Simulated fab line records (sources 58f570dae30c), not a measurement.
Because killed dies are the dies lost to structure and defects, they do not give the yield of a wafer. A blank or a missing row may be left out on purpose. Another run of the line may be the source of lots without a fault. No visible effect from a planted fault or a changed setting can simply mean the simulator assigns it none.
fab line records	flow berkeley_cmos170	part 1 of 2: steps 1 to 20 of 21
[record] lots = 5	wafers = 27
route steps=331 shown NWELL@27 WELLDRIVE@56 SCREENOX@101 GATE@127 SPACER@171 CONTACT@234 V1@265 M3@331
start_h: hours from the record's first day to the start of the lot's first wafer shown	wait_h: hours elapsed since this lot's preceding step	" same as the row above	L1.1+2: one row covering several wafers at once	- either no value or no given start	* or withheld: withheld	< > ~ a bound
route shown NAME@n: a module of which the file shows steps, and the number in the route of the first	usual: mean/standard deviation taken from wafers without a fault	same: alike in all rows	chamber/n: place in a boat	sites: each site's reading	_std_site: standard deviation of those values	_edge_site: the outer-site mean with the inner-site mean subtracted	radius_mm: for every site, how far away it sits from the centre of the wafer	mask NAME#n: copy n	behind: the most recent tool/chamber to have shaped the wafer	hold: why the lot was held/for how many hours/how that ended	device: transistor that didn't switch, given as n, p or np	end of line: the tests these same wafers got at the end of their route	a step without rows: its recipe alone	killed: dies lost to structure and defects at the first sort, not the wafer's yield	map: a wafer's dies, x killed, . not, _ none there
set.NAME: the run value of the setting; set.NAME@STEP: its run value at that earlier step	model.NAME: the simulator's own value behind a step, which no gauge read
lots with deliberately changed settings; one table per step, one row per wafer
[[steps]]
[step UCB170_NWELL_ETCH_13]
[recipe] chemistry = CH3F/Ar/O2	target = Si3N4	stop_on = SiO2	CH3F_flow_sccm = 20	Ar_flow_sccm = 50	O2_flow_sccm = 7	pressure_mtorr = 50	rf_w = 450	target_depth_a = 2464	over_etch_frac = 0.1	time_s = 154
[usual] oes_product_au = 0.938/0.016
lot.wafer	tool	chamber	start_h	wait_h	set.target_depth_a	oes_product_au	model.KrF_of_NWELL_COAT_07.thk_nm
L075.1	rie_diel-04	0	40.01	0.0	2464	0.920	724.9
L075.2	"	1	"	"	2464	0.921	726.1
L075.3	"	2	"	"	3530	0.751	661.8
L075.4	"	3	"	"	3530	0.790	653.5
L075.5	"	3	"	"	3530	0.785	652
L075.6	"	0	"	"	2464	0.925	726.6
L078.1	rie_diel-01	3	62.08	0.0	2464	0.940	718.6
L078.2	"	2	"	"	1915	0.980	759.5
L078.3	"	1	"	"	1915	1.028	759.6
L078.4	"	0	"	"	1915	0.992	758.2
L078.5	"	2	"	"	2464	0.943	727.8
L078.6	"	3	"	"	2464	0.943	719.5
L080.1	rie_diel-02	0	69.21	0.0	3806	0.723	629.4
L080.2	"	3	"	"	2464	0.947	722.7
L080.3	"	2	"	"	2464	0.942	722.1
L080.4	"	1	"	"	3806	0.737	622.6
L080.5	"	1	"	"	3806	0.739	623.9
L080.6	"	2	"	"	2464	0.947	725
L083.1	rie_diel-02	0	85.18	0.0	2464	0.898	713.3
L083.2	"	1	"	"	2464	0.922	714.4
L083.4	"	2	"	"	2464	0.939	718.8
L084.1	rie_diel-01	3	85.33	0.0	3214	0.820	662.1
L084.2	"	1	"	"	2464	0.960	717.5
L084.3	"	2	"	"	3214	0.815	671.4
L084.4	"	0	"	"	2464	0.945	719.6
L084.5	"	1	"	"	3214	0.825	670.1
L084.6	"	2	"	"	2464	0.935	722.3
[step UCB170_NWELL_IMPLANT_14]
[recipe] species = P	dose_cm2 = 1e+13	energy_kev = 150	tilt_deg = 7
[step UCB170_NWELL_STRIP_15]
[recipe] chemistry = O2	power_w = 400	pressure_mtorr = 3500	platen_temp_c = withheld	o2_flow_sccm = 400	overash_fraction = 0.5
[usual] strip_time_to_endpoint_s = 17.99/0.099
lot.wafer	tool	chamber	start_h	wait_h	set.target_depth_a@NWELL_ETCH_13	strip_time_to_endpoint_s
L075.1	plasma_asher-03	0	40.26	0.1	2464	18.10
L075.2	"	1	"	"	2464	18.14
L075.3	"	0	"	"	3530	16.59
L075.4	"	1	"	"	3530	16.36
L075.5	"	0	"	"	3530	16.35
L075.6	"	1	"	"	2464	18.13
L078.1	plasma_asher-04	0	62.33	0.1	2464	17.93
L078.2	"	1	"	"	1915	18.93
L078.3	"	0	"	"	1915	18.92
L078.4	"	1	"	"	1915	18.90
L078.5	"	1	"	"	2464	18.15
L078.6	"	0	"	"	2464	17.96
L080.1	plasma_asher-03	0	69.46	0.1	3806	15.90
L080.2	"	1	"	"	2464	18.05
L080.3	"	0	"	"	2464	18.03
L080.4	"	1	"	"	3806	15.72
L080.5	"	0	"	"	3806	15.73
L080.6	"	1	"	"	2464	18.11
L083.1	plasma_asher-03	0	85.43	0.1	2464	17.82
L083.2	"	1	"	"	2464	17.84
L083.4	"	0	"	"	2464	17.96
L084.1	plasma_asher-04	0	85.58	0.1	3214	16.58
L084.2	"	1	"	"	2464	17.92
L084.3	"	0	"	"	3214	16.81
L084.4	"	1	"	"	2464	17.97
L084.5	"	1	"	"	3214	16.78
L084.6	"	0	"	"	2464	18.02
[step UCB170_WELLDRIVE_OXIDATION_01]
[recipe] temp_c = 1100	ambient = O2	target_thk_a = 1990	ox_time_s = 9000
lot.wafer	tool	chamber	start_h	wait_h	set.ox_time_s	model.SiO2_of_WELLDRIVE_OXIDATION_01.thk_nm
L075.1	-	-	-	2.8	9000	203.1
L075.2	"	-	"	"	9000	201.1
L075.3	"	-	"	"	9000	199.2
L075.4	"	-	"	"	9000	196.6
L075.5	"	-	"	"	9000	198.1
L075.6	"	-	"	"	9000	200.4
L078.1	-	-	-	4.1	9000	200.9
L078.2	"	-	"	"	9000	200.3
L078.3	"	-	"	"	9000	199.7
L078.4+5	"	-	"	"	9000	200.2
L078.6	"	-	"	"	9000	201.4
L080.1	-	-	-	0.4	6363	166.7
L080.2	"	-	"	"	6363	167
L080.3	"	-	"	"	6363	168.2
L080.4	"	-	"	"	6363	165
L080.5	"	-	"	"	6363	167.4
L080.6	"	-	"	"	6363	166.9
L084.1	-	-	-	3.8	10560	214.7
L084.2	"	-	"	"	10560	210.2
L084.3	"	-	"	"	10560	216.3
L084.4	"	-	"	"	10560	218
L084.5	"	-	"	"	10560	216.2
L084.6	"	-	"	"	10560	215
L083.1	furnace-04	0	122.60	5.3	9000	199.1
L083.2	"	0	"	"	9000	197.3
L083.4	"	0	"	"	9000	198.4
[step UCB170_WELLDRIVE_THK_MEAS_02]
[recipe] reads = SiO2_of_WELLDRIVE_OXIDATION_01
[usual] WELLDRIVE_OXIDE_THK = 200/3.9
lot.wafer	tool	chamber	start_h	wait_h	set.ox_time_s@WELLDRIVE_OXIDATION_01	WELLDRIVE_OXIDE_THK[nm]
L075.1	film_metro-04	-	-	-	9000	203
L075.2	"	-	"	"	9000	201
L075.3	"	-	"	"	9000	199
L075.4	"	-	"	"	9000	197
L075.5	"	-	"	"	9000	198
L075.6	"	-	"	"	9000	200
L078.1	film_metro-04	-	-	-	9000	201
L078.2	"	-	"	"	9000	200
L078.3	"	-	"	"	9000	200
L078.4	"	-	"	"	9000	200
L078.5	"	-	"	"	9000	200
L078.6	"	-	"	"	9000	201
L080.1	film_metro-02	-	-	-	6363	167
L080.2	"	-	"	"	6363	167
L080.3	"	-	"	"	6363	168
L080.4	"	-	"	"	6363	165
L080.5	"	-	"	"	6363	167
L080.6	"	-	"	"	6363	167
L084.1	film_metro-02	-	-	-	10560	215
L084.2	"	-	"	"	10560	210
L084.3	"	-	"	"	10560	216
L084.4	"	-	"	"	10560	218
L084.5	"	-	"	"	10560	216
L084.6	"	-	"	"	10560	215
L083.1	film_metro-03	-	126.10	0.0	9000	199
L083.2	"	-	"	"	9000	197
L083.4	"	-	"	"	9000	199
[step UCB170_SCREENOX_OXIDATION_01]
[recipe] temp_c = 900	ambient = O2	target_thk_a = 144	ox_time_s = 2400
lot.wafer	tool	chamber	start_h	wait_h	set.ox_time_s	model.SiO2_of_SCREENOX_OXIDATION_01.thk_nm
L075.1	-	-	-	4.1	2953	16.15
L075.2	"	-	"	"	2953	16.41
L075.3	"	-	"	"	2953	16.33
L075.4	"	-	"	"	2953	16.39
L075.5	"	-	"	"	2953	16.29
L075.6	"	-	"	"	2953	16.25
L078.1	-	-	-	1.1	1110	7.997
L078.2	"	-	"	"	1110	7.829
L078.3	"	-	"	"	1110	8.075
L078.4	"	-	"	"	1110	7.935
L078.5	"	-	"	"	1110	8.012
L078.6	"	-	"	"	1110	8.007
L080.1	-	-	-	1.1	1593	11
L080.2	"	-	"	"	1593	11.03
L080.3	"	-	"	"	1593	11.01
L080.4	"	-	"	"	1593	10.84
L080.5	"	-	"	"	1593	10.91
L080.6	"	-	"	"	1593	10.92
L083.1	furnace-02	0	172.74	5.2	2400	14.37
L083.2	"	0	"	"	2400	14.47
L083.4	"	0	"	"	2400	14.24
L084.1	-	-	-	5.2	2400	14.44
L084.2	"	-	"	"	2400	14.76
L084.3	"	-	"	"	2400	14.43
L084.4	"	-	"	"	2400	14.26
L084.5	"	-	"	"	2400	14.28
L084.6	"	-	"	"	2400	14.14
[step UCB170_SCREENOX_THK_MEAS_02]
[recipe] reads = SiO2_of_SCREENOX_OXIDATION_01
[usual] SCREENOX_OXIDE_THK = 14.24/0.29
lot.wafer	tool	chamber	start_h	wait_h	set.ox_time_s@SCREENOX_OXIDATION_01	SCREENOX_OXIDE_THK[nm]
L075.1	film_metro-04	-	-	-	2953	16.16
L075.2	"	-	"	"	2953	16.45
L075.3	"	-	"	"	2953	16.26
L075.4	"	-	"	"	2953	16.36
L075.5	"	-	"	"	2953	16.32
L075.6	"	-	"	"	2953	16.31
L078.1	film_metro-03	-	-	-	1110	7.97
L078.2	"	-	"	"	1110	7.84
L078.3	"	-	"	"	1110	8.09
L078.4	"	-	"	"	1110	7.94
L078.5	"	-	"	"	1110	8.07
L078.6	"	-	"	"	1110	8.01
L080.1	film_metro-01	-	-	-	1593	11.05
L080.2	"	-	"	"	1593	11.07
L080.3	"	-	"	"	1593	10.95
L080.4	"	-	"	"	1593	10.84
L080.5	"	-	"	"	1593	10.88
L080.6	"	-	"	"	1593	10.95
L083.1	film_metro-01	-	174.41	0.0	2400	14.35
L083.2	"	-	"	"	2400	14.47
L083.4	"	-	"	"	2400	14.25
L084.1	film_metro-03	-	-	-	2400	14.40
L084.2	"	-	"	"	2400	14.72
L084.3	"	-	"	"	2400	14.49
L084.4	"	-	"	"	2400	14.24
L084.5	"	-	"	"	2400	14.33
L084.6	"	-	"	"	2400	14.16
[step UCB170_GATE_OXIDATION_01]
[recipe] temp_c = 850	ambient = O2	target_thk_a = 66	ox_time_s = 1800
lot.wafer	tool	chamber	start_h	wait_h	set.ox_time_s	model.SiO2_of_GATE_OXIDATION_01.thk_nm
L075.1	-	-	-	5.1	2480	8.203
L075.2	"	-	"	"	2480	8.299
L075.3	"	-	"	"	2480	8.23
L075.4	"	-	"	"	2480	8.321
L075.5	"	-	"	"	2480	8.221
L075.6	"	-	"	"	2480	8.316
L078.1	-	-	-	3.8	2621	8.577
L078.2	"	-	"	"	2621	8.644
L078.3	"	-	"	"	2621	8.678
L078.4	"	-	"	"	2621	8.565
L078.5	"	-	"	"	2621	8.704
L078.6	"	-	"	"	2621	8.571
L080.1	-	-	-	4.1	1800	6.357
L080.2	"	-	"	"	1800	6.404
L080.3	"	-	"	"	1800	6.397
L080.4	"	-	"	"	1800	6.319
L080.5	"	-	"	"	1800	6.602
L080.6	"	-	"	"	1800	6.341
L083.1	furnace-02	0	194.96	6.3	1800	6.564
L083.2	"	0	"	"	1800	6.49
L083.4	"	0	"	"	1800	6.591
L084.1	-	-	-	6.9	1385	5.444
L084.2	"	-	"	"	1385	5.488
L084.3	"	-	"	"	1385	5.37
L084.4	"	-	"	"	1385	5.322
L084.5	"	-	"	"	1385	5.262
L084.6	"	-	"	"	1385	5.437
[step UCB170_GATE_THK_MEAS_02]
[recipe] reads = SiO2_of_GATE_OXIDATION_01
[usual] GATE_OXIDE_THK = 6.53/0.13
lot.wafer	tool	chamber	start_h	wait_h	set.ox_time_s@GATE_OXIDATION_01	GATE_OXIDE_THK[nm]
L075.1	film_metro-02	-	-	-	2480	8.21
L075.2	"	-	"	"	2480	8.32
L075.3	"	-	"	"	2480	8.22
L075.4	"	-	"	"	2480	8.36
L075.5	"	-	"	"	2480	8.20
L075.6	"	-	"	"	2480	8.33
L078.1	film_metro-02	-	-	-	2621	8.58
L078.2	"	-	"	"	2621	8.67
L078.3	"	-	"	"	2621	8.71
L078.4	"	-	"	"	2621	8.59
L078.5	"	-	"	"	2621	8.69
L078.6	"	-	"	"	2621	8.54
L080.1	film_metro-03	-	-	-	1800	6.39
L080.2	"	-	"	"	1800	6.44
L080.3	"	-	"	"	1800	6.37
L080.4	"	-	"	"	1800	6.30
L080.5	"	-	"	"	1800	6.61
L080.6	"	-	"	"	1800	6.33
L083.1	film_metro-02	-	196.46	0.0	1800	6.52
L083.2	"	-	"	"	1800	6.47
L083.4	"	-	"	"	1800	6.56
L084.1	film_metro-04	-	-	-	1385	5.46
L084.2	"	-	"	"	1385	5.55
L084.3	"	-	"	"	1385	5.37
L084.4	"	-	"	"	1385	5.27
L084.5	"	-	"	"	1385	5.26
L084.6	"	-	"	"	1385	5.44
[step UCB170_GATE_ANNEAL_03]
[recipe] temp_c = 900	time_s = 1800	ambient = N2
[step UCB170_GATE_CVD_04]
[recipe] material = poly-Si	temp_c = 610	precursor = SiH4	time_s = 1440	pressure_mtorr = 375	target_thk_nm = 214	sih4_flow_sccm = 120
[step UCB170_GATE_ETCH_14]
[recipe] chemistry = N2/H2	target_depth_a = withheld	overetch_a = withheld	target = BARC	time_s = withheld	source_w = 500	bias_w = 100	pressure_mtorr = 30	n2_flow_sccm = 100	h2_flow_sccm = 200
[step UCB170_GATE_ETCH_15]
[recipe] chemistry = HBr/Cl2	target = poly-Si	stop_on = SiO2	over_etch_frac = 0.3	icp_w = 300	bias_w = 150	time_s = 56.3	pressure_mtorr = 15	HBr_flow_sccm = 150	Cl2_flow_sccm = 50	target_depth_a = 2782
lot.wafer	tool	chamber	start_h	wait_h	set.ox_time_s@GATE_OXIDATION_01	model.SiO2_of_GATE_OXIDATION_01.thk_nm
L075.1	rie_si-02	3	157.38	-	2480	8.203
L075.2	"	0	"	"	2480	8.19
L075.3	"	1	"	"	2480	8.101
L075.4	"	0	"	"	2480	8.212
L075.5	"	1	"	"	2480	8.092
L075.6	"	3	"	"	2480	8.316
L080.1	rie_si-01	1	174.29	-	1800	6.278
L080.2	"	0	"	"	1800	6.404
L080.3	"	3	"	"	1800	6.362
L080.4	"	3	"	"	1800	6.284
L080.5	"	0	"	"	1800	6.602
L080.6	"	1	"	"	1800	6.262
L078.1	rie_si-01	0	174.53	-	2621	8.577
L078.2	"	1	"	"	2621	8.565
L078.3	"	3	"	"	2621	8.643
L078.4	"	3	"	"	2621	8.53
L078.5	"	1	"	"	2621	8.624
L078.6	"	0	"	"	2621	8.571
L084.1	rie_si-02	3	204.99	-	1385	5.444
L084.2	"	2	"	"	1385	5.483
L084.3	"	0	"	"	1385	5.26
L084.4	"	1	"	"	1385	5.195
L084.5	"	1	"	"	1385	5.135
L084.6	"	0	"	"	1385	5.328
L083.1	rie_si-01	1	205.09	-	1800	6.485
L083.2	"	3	"	"	1800	6.455
L083.4	"	2	"	"	1800	6.491
[step UCB170_SPACER_CVD_00]
[recipe] material = SiO2	target_thk_nm = 376	temp_c = 390	precursor = TEOS/O2	time_s = 47	rf_w = 550	pressure_mtorr = 9000
lot.wafer	tool	chamber	start_h	wait_h	set.time_s	model.SiO2_of_SPACER_CVD_00.thk_nm
L075.1	pecvd-02	0	162.51	0.0	58.18	457.7
L075.2	"	1	"	"	47	366.8
L075.3	"	2	"	"	47	369.5
L075.4	"	0	"	"	58.18	463.5
L075.5	"	2	"	"	58.18	469.5
L075.6	"	1	"	"	47	369.4
L078.1	pecvd-01	2	180.59	0.0	47	371.5
L078.2	"	0	"	"	26.04	203.7
L078.3	"	1	"	"	26.04	211.4
L078.4	"	1	"	"	47	380.6
L078.5	"	2	"	"	26.04	204.9
L078.6	"	0	"	"	47	378.2
L080.1	pecvd-02	0	180.85	0.0	73.65	586.7
L080.2	"	2	"	"	73.65	584.4
L080.3	"	1	"	"	47	365.3
L080.4	"	2	"	"	47	377.7
L080.5	"	1	"	"	47	373
L080.6	"	0	"	"	73.65	596.9
L083.1	pecvd-02	1	211.38	0.0	47	366.7
L083.2	"	0	"	"	47	374.5
L083.4	"	0	"	"	47	379.5
L084.1	pecvd-04	1	211.91	0.0	47	369.7
L084.2	"	2	"	"	47	366.4
L084.3	"	0	"	"	47	369
L084.4	"	0	"	"	23.74	190.5
L084.5	"	1	"	"	23.74	191.3
L084.6	"	2	"	"	23.74	180.6
[step UCB170_SPACER_THK_MEAS_01]
[recipe] reads = SiO2_of_SPACER_CVD_00
[usual] SPACER_TEOS_THK = 373/5.5
lot.wafer	tool	chamber	start_h	wait_h	set.time_s@SPACER_CVD_00	SPACER_TEOS_THK[nm]
L075.1	film_metro-04	-	162.56	0.0	58.18	458
L075.2	"	-	"	"	47	367
L075.3	"	-	"	"	47	369
L075.4	"	-	"	"	58.18	463
L075.5	"	-	"	"	58.18	470
L075.6	"	-	"	"	47	370
L078.1	film_metro-01	-	180.63	0.0	47	371
L078.2	"	-	"	"	26.04	204
L078.3	"	-	"	"	26.04	211
L078.4	"	-	"	"	47	381
L078.5	"	-	"	"	26.04	205
L078.6	"	-	"	"	47	378
L080.1	film_metro-02	-	180.89	0.0	73.65	587
L080.2	"	-	"	"	73.65	584
L080.3	"	-	"	"	47	365
L080.4	"	-	"	"	47	378
L080.5	"	-	"	"	47	373
L080.6	"	-	"	"	73.65	597
L083.1	film_metro-04	-	211.42	0.0	47	367
L083.2	"	-	"	"	47	375
L083.4	"	-	"	"	47	379
L084.1	film_metro-01	-	211.95	0.0	47	370
L084.2	"	-	"	"	47	366
L084.3	"	-	"	"	47	369
L084.4	"	-	"	"	23.74	190
L084.5	"	-	"	"	23.74	191
L084.6	"	-	"	"	23.74	180
[step UCB170_SPACER_ANNEAL_02]
[recipe] temp_c = 900	time_s = 1800	ambient = N2
[step UCB170_SPACER_ETCHBACK_03]
[recipe] stop_on = Si	target = SiO2	chemistry = CHF3/CF4/Ar	CHF3_flow_sccm = 50	cf4_flow_sccm = 10	Ar_flow_sccm = 120	pressure_mtorr = 200	rf_w = 500	target_depth_a = 3760	time_s = 100
[usual] oes_product_au = 0.895/0.018
lot.wafer	tool	chamber	start_h	wait_h	set.time_s@SPACER_CVD_00	oes_product_au	model.etch.depth_nm
L075.1	rie_diel-01	2	170.50	0.0	58.18	0.985	424.3
L075.2	"	3	"	"	47	0.891	366.8
L075.3	"	0	"	"	47	0.893	369.5
L075.4	"	1	"	"	58.18	1.017	434.6
L075.5	"	0	"	"	58.18	0.989	422.1
L075.6	"	1	"	"	47	0.901	369.4
L078.1	rie_diel-01	0	189.60	0.0	47	0.888	371.5
L078.2	"	3	"	"	26.04	0.604	203.7
L078.3	"	1	"	"	26.04	0.619	211.4
L078.4	"	2	"	"	47	0.913	380.6
L078.5	"	0	"	"	26.04	0.591	204.9
L078.6	"	1	"	"	47	0.923	378.2
L080.1	rie_diel-02	2	189.60	0.0	73.65	1.006	432.5
L080.2	"	0	"	"	73.65	0.994	444.2
L080.3	"	3	"	"	47	0.874	365.3
L080.4	"	1	"	"	47	0.888	377.7
L080.5	"	1	"	"	47	0.870	373
L080.6	"	2	"	"	73.65	1.004	432.1
L083.1	rie_diel-02	0	215.88	0.0	47	0.864	366.7
L083.2	"	3	"	"	47	0.906	374.5
L083.4	"	2	"	"	47	0.908	379.5
L084.1	rie_diel-01	3	215.88	0.0	47	0.894	369.7
L084.2	"	2	"	"	47	0.882	366.4
L084.3	"	1	"	"	47	0.904	369
L084.4	"	0	"	"	23.74	0.568	190.5
L084.5	"	1	"	"	23.74	0.580	191.3
L084.6	"	2	"	"	23.74	0.554	180.6
[step UCB170_CONTACT_ETCH_18]
[recipe] chemistry = CHF3/CF4/Ar	target = PSG	stop_on = TiSi2	CHF3_flow_sccm = 45	cf4_flow_sccm = 15	Ar_flow_sccm = 150	pressure_mtorr = 200	rf_w = 700	target_depth_a = 8400	over_etch_frac = 0.2	time_s = 195
lot.wafer	tool	chamber	start_h	wait_h	set.time_s	model.etch.depth_nm	model.CONTACT.feature_depth_nm	model.KrF_of_CONTACT_COAT_10.thk_nm
L075.1	rie_diel-01	3	-	-	195	705.2	705.2	685.6
L075.2	"	0	"	"	195	697.3	697.3	693.2
L075.3	"	2	"	"	195	698.6	698.6	695.1
L075.4	"	0	"	"	195	695.9	695.9	690.2
L075.5	"	3	"	"	195	699.5	699.5	688.3
L075.6	"	2	"	"	195	703.2	703.2	691.1
L078.1	rie_diel-01	1	-	-	287.9	687.5	687.5	593.2
L078.2	"	0	"	"	195	689.2	689.2	695.8
L078.3	"	2	"	"	195	687.8	687.8	697.9
L078.4	"	3	"	"	287.9	688.1	688.1	597.3
L078.5	"	2	"	"	287.9	688.1	688.1	605.2
L078.6	"	3	"	"	195	687.2	687.2	691.2
L080.1	rie_diel-02	1	-	-	86.11	376.3	376.3	802.2
L080.2	"	3	"	"	86.11	365	365	801.3
L080.3	"	2	"	"	86.11	369.3	369.3	799.8
L080.4	"	0	"	"	195	705.1	705.1	686.1
L080.5	"	0	"	"	195	705.8	705.8	684.3
L080.6	"	3	"	"	195	704.8	704.8	695.5
L084.1	rie_diel-02	3	-	-	83.09	351.7	351.7	804.9
L084.2	"	2	"	"	195	699.5	699.5	693.6
L084.3	"	0	"	"	195	700.9	700.9	685.4
L084.4	"	1	"	"	83.09	359.4	359.4	801.2
L084.5	"	3	"	"	195	701.4	701.4	696.8
L084.6	"	0	"	"	83.09	369.2	369.2	801.5
L083.1	rie_diel-03	0	-	-	195	705.8	705.8	701.1
L083.2	"	3	"	"	195	706	706	690.6
L083.4	"	1	"	"	195	713.3	713.3	692.7
[step UCB170_V1_DEVELOP_11]
[recipe] developer = TMAH	develop_time_s = 45	resist = KrF	dev_temp_c = 21
lot.wafer	tool	chamber	start_h	wait_h	set.develop_time_s
L075.1+3+4	litho_track-03	0	-	-	45
L075.2+5+6	"	0	"	"	63.93
L078.1+3+5	litho_track-03	0	-	-	29.67
L078.2+4+6	"	0	"	"	45
L080.1+5+6	litho_track-02	0	-	-	66.83
L080.2+3+4	"	0	"	"	45
L084.1+3+6	litho_track-04	0	-	-	45
L084.2+4+5	"	0	"	"	21.94
L083.1+2+4	litho_track-03	0	-	-	45
[step UCB170_V1_CD_MEAS_12]
[recipe] target_cd_nm = 700
[usual] cd_nm = 700.1/0.99
lot.wafer	tool	chamber	start_h	wait_h	set.develop_time_s@V1_DEVELOP_11	cd_nm
L075.1	cd_sem-02	-	190.10	-	45	700.1
L075.2	"	-	"	"	63.93	701.9
L075.3	"	-	"	"	45	699.3
L075.4	"	-	"	"	45	697.3
L075.5	"	-	"	"	63.93	701.6
L075.6	"	-	"	"	63.93	702.1
L078.1	cd_sem-02	-	204.34	-	29.67	695.6
L078.2	"	-	"	"	45	698.7
L078.3	"	-	"	"	29.67	696.3
L078.4	"	-	"	"	45	699.1
L078.5	"	-	"	"	29.67	695.4
L078.6	"	-	"	"	45	700.0
L080.1	cd_sem-02	-	208.02	-	66.83	701.9
L080.2	"	-	"	"	45	699.8
L080.3	"	-	"	"	45	700.7
L080.4	"	-	"	"	45	699.7
L080.5	"	-	"	"	66.83	701.3
L080.6	"	-	"	"	66.83	702.6
L084.1	cd_sem-02	-	233.13	-	45	699.2
L084.2	"	-	"	"	21.94	694.7
L084.3	"	-	"	"	45	701.2
L084.4	"	-	"	"	21.94	693.7
L084.5	"	-	"	"	21.94	693.8
L084.6	"	-	"	"	45	699.7
L083.1	cd_sem-02	-	237.46	-	45	701.1
L083.2	"	-	"	"	45	701.7
L083.4	"	-	"	"	45	702.1
[[key]]
[split] step = UCB170_NWELL_ETCH_13	setting = target_depth_a	stated = 2464	by = wafer
[response] step = UCB170_NWELL_ETCH_13	reading = oes_product_au	change = -0.00368	per = 1%	r = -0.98
[response] step = UCB170_NWELL_ETCH_13	reading = model.KrF_of_NWELL_COAT_07.thk_nm	change = -1.72	per = 1%	r = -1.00
[response] step = UCB170_NWELL_STRIP_15	reading = strip_time_to_endpoint_s	change = *	per = 1%	r = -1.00
[split] step = UCB170_WELLDRIVE_OXIDATION_01	setting = ox_time_s	stated = 9000	by = lot
[response] step = UCB170_WELLDRIVE_OXIDATION_01	reading = model.SiO2_of_WELLDRIVE_OXIDATION_01.thk_nm	change = +1.05	per = 1%	r = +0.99
[response] step = UCB170_WELLDRIVE_THK_MEAS_02	reading = WELLDRIVE_OXIDE_THK	change = +1.05	per = 1%	r = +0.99
[split] step = UCB170_SCREENOX_OXIDATION_01	setting = ox_time_s	stated = 2400	by = lot
[response] step = UCB170_SCREENOX_OXIDATION_01	reading = model.SiO2_of_SCREENOX_OXIDATION_01.thk_nm	change = +0.108	per = 1%	r = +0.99
[response] step = UCB170_SCREENOX_THK_MEAS_02	reading = SCREENOX_OXIDE_THK	change = +0.108	per = 1%	r = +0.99
[split] step = UCB170_GATE_OXIDATION_01	setting = ox_time_s	stated = 1800	by = lot
[response] step = UCB170_GATE_OXIDATION_01	reading = model.SiO2_of_GATE_OXIDATION_01.thk_nm	change = +0.0473	per = 1%	r = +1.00
[response] step = UCB170_GATE_THK_MEAS_02	reading = GATE_OXIDE_THK	change = +0.0475	per = 1%	r = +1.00
[response] step = UCB170_GATE_ETCH_15	reading = model.SiO2_of_GATE_OXIDATION_01.thk_nm	change = +0.0476	per = 1%	r = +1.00
[response] step = UCB170_M3_PROBE_99	reading = model.etest.pmos_0p6.r_on_ohm_um	change = +42.2	per = 1%	r = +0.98
[response] step = UCB170_M3_PROBE_99	reading = model.etest.pmos_0p35.r_on_ohm_um	change = +23.3	per = 1%	r = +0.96
[response] step = UCB170_M3_PROBE_99	reading = model.etest.nmos_0p6.r_on_ohm_um	change = +11.8	per = 1%	r = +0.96
[split] step = UCB170_SPACER_CVD_00	setting = time_s	stated = 47	by = wafer
[response] step = UCB170_SPACER_CVD_00	reading = model.SiO2_of_SPACER_CVD_00.thk_nm	change = +3.79	per = 1%	r = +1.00
[response] step = UCB170_SPACER_THK_MEAS_01	reading = SPACER_TEOS_THK	change = +3.79	per = 1%	r = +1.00
[response] step = UCB170_SPACER_ETCHBACK_03	reading = oes_product_au	shape = bent	at_lowest = 0.568	at_stated = 0.893	at_highest = 1.001
[response] step = UCB170_SPACER_ETCHBACK_03	reading = model.etch.depth_nm	shape = bent	at_lowest = 187.4	at_stated = 371.9	at_highest = 436.3
[response] step = UCB170_M3_PROBE_99	reading = model.etest.pldd.line_ohm_um	shape = bent	at_lowest = 6.144	at_stated = 1847	at_highest = 2117
[response] step = UCB170_M3_PROBE_99	reading = model.etest.nldd.line_ohm_um	shape = bent	at_lowest = 5.995	at_stated = 1279	at_highest = 1378
[response] step = UCB170_M3_PROBE_99	reading = model.etest.pldd.rs_ohm_sq	shape = bent	at_lowest = 3.69	at_stated = 1128	at_highest = 1235
[response] step = UCB170_M3_PROBE_99	reading = model.etest.nldd.rs_ohm_sq	shape = bent	at_lowest = 3.617	at_stated = 786.5	at_highest = 812.1
[split] step = UCB170_CONTACT_ETCH_18	setting = time_s	stated = 195	by = wafer
[response] step = UCB170_CONTACT_ETCH_18	reading = model.etch.depth_nm	shape = bent	at_lowest = 360.1	at_stated = 700.4	at_highest = 687.9
[response] step = UCB170_CONTACT_ETCH_18	reading = model.CONTACT.feature_depth_nm	shape = bent	at_lowest = 360.1	at_stated = 700.4	at_highest = 687.9
[response] step = UCB170_CONTACT_ETCH_18	reading = model.KrF_of_CONTACT_COAT_10.thk_nm	change = -1.98	per = 1%	r = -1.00
[split] step = UCB170_V1_DEVELOP_11	setting = develop_time_s	stated = 45	by = wafer
[response] step = UCB170_V1_CD_MEAS_12	reading = cd_nm	change = +0.0809	per = 1%	r = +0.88
